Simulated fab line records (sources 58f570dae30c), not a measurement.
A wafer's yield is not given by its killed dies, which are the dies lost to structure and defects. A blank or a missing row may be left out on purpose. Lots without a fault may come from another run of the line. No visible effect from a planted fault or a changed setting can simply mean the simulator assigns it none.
Shared-tool check + flow berkeley cmos170 + 14 lots, 42 wafers sampled

## REASON FOR OPENING
At UCB170_M3_RS_MEAS_02 the reading M3_AL_RS is flagged on 2 of 14 lots. Fault-free wafers read 0.0321 ohm/sq, with a standard deviation of 0.00045.
Rule: a lot gets a flag if all its wafers with a number sit over 4 standard deviations from that mean, or if no wafer of it has a number. The rest of the lots are taken to be sound.

| lot  | measured     | on            | M3_AL_RS (ohm/sq), wafer by wafer | flag    |
|------|--------------|---------------|-----------------------------------|---------|
| L662 | day 6 21:17  | film metro-02 | 0.0323 0.0330 0.0323              |         |
| L663 | day 7 14:02  | film metro-02 | 0.0316 0.0323 0.0315              |         |
| L665 | day 8 06:31  | film metro-03 | 0.0321 0.0317 0.0320              |         |
| L667 | day 8 06:43  | film metro-02 | 0.0314 0.0319 0.0321              |         |
| L666 | day 8 07:01  | film metro-03 | 0.0320 0.0317 0.0326              |         |
| L668 | day 8 07:17  | film metro-03 | 0.0323 0.0319 0.0315              |         |
| L670 | day 9 10:25  | film metro-01 | 0.0321 0.0328 0.0332              |         |
| L671 | day 9 11:02  | film metro-01 | 0.0319 0.0316 0.0319              |         |
| L675 | day 9 18:50  | film metro-03 | 0.0320 0.0318 0.0323              |         |
| L674 | day 9 22:56  | film metro-03 | 0.0346 0.0344 0.0346              | FLAGGED |
| L676 | day 10 16:32 | film metro-01 | 0.0351 0.0349 0.0352              | FLAGGED |
| L682 | day 11 22:26 | film metro-01 | 0.0328 0.0326 0.0331              |         |
| L685 | day 12 05:08 | film metro-01 | 0.0327 0.0328 0.0327              |         |
| L683 | day 12 08:32 | film metro-01 | 0.0319 0.0309 0.0320              |         |
The numbers of the flagged lots are 0.0348 ohm/sq on average: +0.0027 ohm/sq against the usual, or +6 standard deviations.

## TOOL THAT RAN EACH LOT
Before the reading, the record contains 3 process steps out of a 331-step route. In each cell: the tool, then ch and the chambers that the sampled wafers went through, then the start.
| lot  | flag    | UCB170_PWELL_STRIP_16               | UCB170_SDANNEAL_RTA_01           | UCB170_M3_SPUTTER_01         |
|------|---------|-------------------------------------|----------------------------------|------------------------------|
| L662 |         | plasma asher-03 ch 0,1, day 2 13:46 | rtp anneal-02 ch 0, day 6 01:01  | pvd sputter-01, day 6 21:13  |
| L663 |         | plasma asher-01 ch 0,1, day 2 21:54 | rtp anneal-02 ch 0, day 6 14:58  | pvd sputter-04, day 7 13:56  |
| L665 |         | plasma asher-01 ch 0,1, day 3 08:46 | rtp anneal-01 ch 0, day 7 05:02  | pvd sputter-03, day 8 06:22  |
| L667 |         | plasma asher-01 ch 0,1, day 4 00:11 | rtp anneal-02 ch 0, day 7 05:14  | pvd sputter-04, day 8 06:38  |
| L666 |         | plasma asher-03 ch 0,1, day 3 17:25 | rtp anneal-02 ch 0, day 7 05:44  | pvd sputter-01, day 8 06:55  |
| L668 |         | plasma asher-04 ch 0,1, day 4 03:42 | rtp anneal-01 ch 0, day 7 05:29  | pvd sputter-03, day 8 07:12  |
| L670 |         | plasma asher-03 ch 0,1, day 4 19:54 | rtp anneal-01 ch 0, day 8 14:41  | pvd sputter-03, day 9 10:19  |
| L671 |         | plasma asher-04 ch 0,1, day 4 19:40 | rtp anneal-02 ch 0, day 8 14:28  | pvd sputter-01, day 9 10:55  |
| L675 |         | plasma asher-01 ch 0,1, day 5 15:28 | rtp anneal-01 ch 0, day 8 23:28  | pvd sputter-01, day 9 18:44  |
| L674 | FLAGGED | plasma asher-01 ch 0,1, day 5 11:16 | rtp anneal-02 ch 0, day 8 23:58  | pvd sputter-01, day 9 22:50  |
| L676 | FLAGGED | plasma asher-01 ch 0,1, day 6 01:41 | rtp anneal-01 ch 0, day 9 16:55  | pvd sputter-01, day 10 16:27 |
| L682 |         | plasma asher-04 ch 0,1, day 7 02:46 | rtp anneal-02 ch 0, day 10 22:14 | pvd sputter-03, day 11 22:20 |
| L685 |         | plasma asher-03 ch 0,1, day 7 16:31 | rtp anneal-01 ch 0, day 11 11:04 | pvd sputter-03, day 12 05:02 |
| L683 |         | plasma asher-04 ch 0,1, day 7 08:04 | rtp anneal-01 ch 0, day 11 08:04 | pvd sputter-04, day 12 08:27 |
What these steps do:
- UCB170_PWELL_STRIP_16: strips in O2.
- UCB170_SDANNEAL_RTA_01: time 5 s.
- UCB170_M3_SPUTTER_01: material Al, target thk 900 nm, time 120 s.
- UCB170_M3_RS_MEAS_02: measures by four-point-probe.

## FLAGGED AGAINST TOTAL, ONE TOOL AT A TIME (gauges that did the reading follow at the end)
| step                   | tool            | lots run | flagged | share of the flagged lots | sound lots run after its first flagged lot |
|------------------------|-----------------|----------|---------|---------------------------|--------------------------------------------|
| UCB170_PWELL_STRIP_16  | plasma asher-01 | 6        | 2       | all                       | 1 (L675)                                   |
| UCB170_PWELL_STRIP_16  | plasma asher-03 | 4        | 0       | none                      | -                                          |
| UCB170_PWELL_STRIP_16  | plasma asher-04 | 4        | 0       | none                      | -                                          |
| UCB170_SDANNEAL_RTA_01 | rtp anneal-01   | 7        | 1       | some                      | 2 (L683,L685)                              |
| UCB170_SDANNEAL_RTA_01 | rtp anneal-02   | 7        | 1       | some                      | 1 (L682)                                   |
| UCB170_M3_SPUTTER_01   | pvd sputter-01  | 6        | 2       | all                       | 0                                          |
| UCB170_M3_SPUTTER_01   | pvd sputter-03  | 5        | 0       | none                      | -                                          |
| UCB170_M3_SPUTTER_01   | pvd sputter-04  | 3        | 0       | none                      | -                                          |
| UCB170_M3_RS_MEAS_02   | film metro-01   | 6        | 1       | some                      | 3 (L682,L685,L683)                         |
| UCB170_M3_RS_MEAS_02   | film metro-02   | 3        | 0       | none                      | -                                          |
| UCB170_M3_RS_MEAS_02   | film metro-03   | 5        | 1       | some                      | 0                                          |

## WHAT IS ALLOWED BY THE TABLE
plasma asher-01 at UCB170_PWELL_STRIP_16 and pvd sputter-01 at UCB170_M3_SPUTTER_01 are the 2 rows of the table that ran each flagged lot.
- plasma asher-01 at UCB170_PWELL_STRIP_16: 2 of its 6 lots flagged. Sound lots followed the first flagged one (L675) on it, something a lasting fault affecting the whole tool could not allow.
- pvd sputter-01 at UCB170_M3_SPUTTER_01: 2 of its 6 lots flagged. A fault beginning between L675 (day 9 18:44), its last sound lot, and L674 (day 9 22:50), its first flagged one, fits the data.
What remains is a single tool, pvd sputter-01 at UCB170_M3_SPUTTER_01.

## WHAT THE SIMULATOR PUT IN
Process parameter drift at UCB170_M3_SPUTTER_01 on pvd sputter-01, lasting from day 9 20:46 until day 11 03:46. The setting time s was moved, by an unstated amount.
Lots struck among those shown: L674, L676. This agrees with what the rule above found.
